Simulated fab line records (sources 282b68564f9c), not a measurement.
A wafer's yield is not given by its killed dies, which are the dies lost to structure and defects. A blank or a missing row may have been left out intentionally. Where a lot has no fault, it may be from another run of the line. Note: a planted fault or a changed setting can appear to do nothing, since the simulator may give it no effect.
Which tool did it?    flow rit cmos    Sampling: 7 lots, 21 wafers, 2 of 202 route steps

== WHAT THE GAUGES READ, wafer by wafer ==
RIT_PLDD_TW_MEAS_10.
lot   measured     on             PLDD_TW
L625  day 3 05:46  film metro-02  2373 2370 2391
L630  day 4 05:49  film metro-04  31 31 31
L638  day 5 17:56  film metro-04  2402 2399 2409
L640  day 6 09:52  film metro-02  2384 2395 2379
L643  day 6 19:11  film metro-03  2387 2376 2369
L645  day 7 10:11  film metro-02  2397 2402 2381
L647  day 7 18:52  film metro-02  2399 2383 2388

== WHAT TOOL EACH LOT RAN ON (gives the tool, then ch and the chambers of the sampled wafers, and finally the start) ==
lot   RIT_NLDD_STRIP_09
L625  plasma asher-04 ch 0,1, day 3 04:04
L630  plasma asher-03 ch 0,1, day 4 04:05
L638  plasma asher-04 ch 0,1, day 5 16:20
L640  plasma asher-03 ch 0,1, day 6 08:08
L643  plasma asher-01 ch 0,1, day 6 17:38
L645  plasma asher-04 ch 0,1, day 7 08:35
L647  plasma asher-04 ch 0,1, day 7 17:08
- RIT_NLDD_STRIP_09: strips in O2, time 180 s.

== THE ANSWER, worked out from the rows above alone ==
Rule: the lots themselves supply what counts as usual. The widest of any qualifying gaps counts: lots, ordered by their means at a reading, are off when they make up no more than a third of the lots, leave a main group of 4 or more, and stand apart from it by 3 or more times the standard deviation of that group's means. The tables above print the reading to a certain number of digits; a main group whose means all agree to those digits is not used. A lot without any number at a reading at which 4 lots or more have one is off too. The other lots that the step has rows for count as sound.
Off: at RIT_PLDD_TW_MEAS_10 (PLDD_TW), L630. For the main group the mean is 2388 and the standard deviation 9.
A tool fits if, at a process step before that reading, it ran every lot that is off, and no sound lot after the first of them. Those tools and the gauges at RIT_PLDD_TW_MEAS_10 are tried in the same way. Of those tried, none fits.

== WHAT THE SIMULATOR HAD PUT IN ==
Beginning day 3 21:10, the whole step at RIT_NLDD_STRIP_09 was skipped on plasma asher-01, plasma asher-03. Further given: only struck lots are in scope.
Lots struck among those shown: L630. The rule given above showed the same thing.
